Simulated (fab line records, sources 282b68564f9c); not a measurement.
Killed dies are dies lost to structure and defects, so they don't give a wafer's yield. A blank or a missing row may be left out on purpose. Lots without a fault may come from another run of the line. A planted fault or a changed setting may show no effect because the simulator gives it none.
Which tool did it? | flow rit_cmos | 14 lots, 42 wafers sampled, at 1 step of a route of 202

WHAT THE GAUGES READ, wafer by wafer
The record holds no reading of a measuring or inspecting step that can be judged against a usual standard deviation.

WHICH TOOL RAN EACH LOT (tool, then ch and the chambers of the sampled wafers, then the start)
lot  | RIT_NWELL_SOFTBAKE_02
L840 | litho_track-04 ch 0, day 1 19:40
L842 | litho_track-04 ch 0, day 2 06:22
L843 | litho_track-03 ch 0, day 2 10:52
L850 | litho_track-04 ch 0, day 3 23:07
L851 | litho_track-01 ch 0, day 4 04:20
L852 | litho_track-04 ch 0, day 4 08:53
L853 | litho_track-01 ch 0, day 4 13:54
L854 | litho_track-03 ch 0, day 4 19:14
L855 | litho_track-03 ch 0, day 5 00:16
L856 | litho_track-01 ch 0, day 5 09:07
L857 | litho_track-03 ch 0, day 5 13:26
L859 | litho_track-01 ch 0, day 6 01:18
L862 | litho_track-03 ch 0, day 6 13:34
L863 | litho_track-03 ch 0, day 6 18:10
- RIT_NWELL_SOFTBAKE_02: time 60 s.

WHAT THE TOOLS THEMSELVES READ (means of the sampled wafers that have a number; where no wafer has one, the mark that the record gives instead)
RIT_NWELL_SOFTBAKE_02. Usual: resist_line_temp_C 23.01 C, standard deviation 0.091; run_length_s 89.20 s, standard deviation 0.18.
lot  | tool           | resist_line_temp_C (C) | run_length_s (s) | flag
L840 | litho_track-04 | 22.95                  | 89.26            |
L842 | litho_track-04 | 22.94                  | 89.29            |
L843 | litho_track-03 | 22.96                  | 89.28            |
L850 | litho_track-04 | 23.07                  | 98.08            | OFF
L851 | litho_track-01 | 23.17                  | 88.90            |
L852 | litho_track-04 | 23.06                  | 98.11            | OFF
L853 | litho_track-01 | 23.00                  | 89.00            |
L854 | litho_track-03 | 22.98                  | 89.37            |
L855 | litho_track-03 | 23.13                  | 89.34            |
L856 | litho_track-01 | 22.97                  | 89.04            |
L857 | litho_track-03 | 23.10                  | 89.39            |
L859 | litho_track-01 | 23.03                  | 89.01            |
L862 | litho_track-03 | 22.92                  | 89.32            |
L863 | litho_track-03 | 22.97                  | 89.33            |

THE ANSWER, worked out from the rows above alone
Rule: a lot is off if the mean of its wafers that have a number lies more than 3 standard deviations from the usual mean. A lot without any number at a reading at which 4 lots or more have one is off too. The other lots that the step has rows for count as sound. The gauges are gone through in route order, then the tools' own readings, and for those a lot's mean is taken as printed above. The first step at which some lot is off is used, and at that step the reading that is off furthest; a lot without a number counts as furthest.
Off: L850, L852, at RIT_NWELL_SOFTBAKE_02 (run_length_s).
A tool fits if, at that step or a process step before it, it ran every lot that is off, and no sound lot after the first of them. One fits: litho_track-04 at RIT_NWELL_SOFTBAKE_02. Its last sound lot is L842 (day 2 06:22), its first lot that is off L850 (day 3 23:07): a fault that began between those two fits.
The tool's own readings at RIT_NWELL_SOFTBAKE_02 bear it out: on the lots that are off they differ by more than 5 times the standard deviation of the sound lots' means. run_length_s reads 98.09 s there against 89.21 s on the sound lots.

WHAT THE SIMULATOR HAD PUT IN
Process parameter drift: litho_track-04, from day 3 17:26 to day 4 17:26, at RIT_NWELL_SOFTBAKE_02. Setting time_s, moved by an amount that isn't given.
Lots struck among those shown: L850, L852. The rule above found the same.
